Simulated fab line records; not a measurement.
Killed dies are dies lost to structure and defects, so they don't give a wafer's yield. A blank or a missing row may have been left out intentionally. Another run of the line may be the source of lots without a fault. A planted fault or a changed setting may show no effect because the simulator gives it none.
Lot-split experiment | flow ritCmos | route with 202 steps; 5 lots, 23 wafers read

THE SPLIT ITSELF
At RIT_NWELL_IMPLANT_08, the setting doseCm2 was moved away from the recipe's 5e+13 on 5 of the 23 wafers read, by -6.9% to -2.1%. For the rest of the wafers, this setting stayed at what the recipe calls for.

FROM THE SPLIT TO THE READING: what the file shows between them, 3 steps
- RIT_PWELL_IMPLANT_08 (also split here: energyKev)
- RIT_PWELL_STRIP_09: strips in O2, time 180 s
- RIT_WELLDRIVE_ANNEAL_00: time 14700 s

THE READING
NWELL_RS in ohm/sq, measured at RIT_WELLDRIVE_RS_MEAS_01 by four-point-probe. Fault-free wafers of this fab line usually give 275.8 ohm/sq, standard deviation 0.71 ohm/sq.

wafer  | tool, chamber at the split | doseCm2 as run | against the recipe | NWELL_RS, ohm/sq | against lot-mates on the recipe
L075.1 | implanter-01, 0            | 5e+13          | recipe             | 276.2            | -
L075.2 | implanter-01, 0            | 5e+13          | recipe             | 276.0            | -
L075.3 | implanter-01, 0            | 5e+13          | recipe             | 275.4            | -
L075.5 | implanter-01, 0            | 5e+13          | recipe             | 275.8            | -
L075.6 | implanter-01, 0            | 5e+13          | recipe             | 275.9            | -
L076.1 | implanter-01, 0            | 5e+13          | recipe             | 276.2            | -
L076.2 | implanter-01, 0            | 4.654e+13      | -6.9%              | 288.5            | +12.0
L076.3 | implanter-01, 0            | 5e+13          | recipe             | 277.0            | -
L076.4 | implanter-01, 0            | 4.654e+13      | -6.9%              | 289.3            | +12.8
L076.6 | implanter-01, 0            | 5e+13          | recipe             | 276.3            | -
L077.1 | implanter-03, 0            | 5e+13          | recipe             | 275.9            | -
L077.2 | implanter-03, 0            | 5e+13          | recipe             | 276.1            | -
L077.3 | implanter-03, 0            | 5e+13          | recipe             | 276.1            | -
L077.4 | implanter-03, 0            | 5e+13          | recipe             | 276.4            | -
L077.6 | implanter-03, 0            | 5e+13          | recipe             | 274.8            | -
L078.1 | implanter-04, 0            | 4.897e+13      | -2.1%              | 279.5            | +3.6
L078.2 | implanter-04, 0            | 5e+13          | recipe             | 275.7            | -
L078.3 | implanter-04, 0            | 4.897e+13      | -2.1%              | 279.0            | +3.1
L078.4 | implanter-04, 0            | 5e+13          | recipe             | 276.1            | -
L078.5 | implanter-04, 0            | 4.897e+13      | -2.1%              | 279.3            | +3.4
L080.1 | implanter-03, 0            | 5e+13          | recipe             | 274.9            | -
L080.3 | implanter-03, 0            | 5e+13          | recipe             | 274.9            | -
L080.6 | implanter-03, 0            | 5e+13          | recipe             | 274.0            | -

THE FIT
A straight line over all 23 wafers: NWELL_RS changes by -1.88 ohm/sq for each +1% of doseCm2; r = -0.99; the points scatter about the line by 0.67 ohm/sq.
The same after taking each lot's own level away (the mean of its wafers on the recipe; 23 wafers): -1.78 ohm/sq for each +1%; r = -0.99; scatter 0.41 ohm/sq.
The reading moves by 12 ohm/sq for the largest change in doseCm2, on that fit.
The lots' own levels span 274.60 to 276.50 ohm/sq, that is 2.7 times the standard deviation above.
The two slopes are in agreement: the lot-to-lot level therefore moves the slope only a little.
Check: for one of the wafers moved furthest among these (-6.9%), held out of the fit, the line's prediction against its lot-mates is +12.5 ohm/sq. Against them it came out at +12 ohm/sq.

THESE WAFERS: OTHER SPLITS
Before the reading, these wafers also passed through other splits. Each is held against what the fit with the lots' levels taken away leaves over:
other split on the same wafers | wafers away from the commonest value | r with NWELL_RS (lot level and that fit taken away)
RIT_ACTIVE_CVD_03 timeS        | 18                                   | -0.14
RIT_ACTIVE_HARDBAKE_12 tempC   | 10                                   | -0.35
RIT_PWELL_IMPLANT_08 energyKev | 9                                    | +0.13

THE FILE'S OWN FIT
NWELL_RS changes by -1.78 ohm/sq for each +1% of doseCm2, r = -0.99.
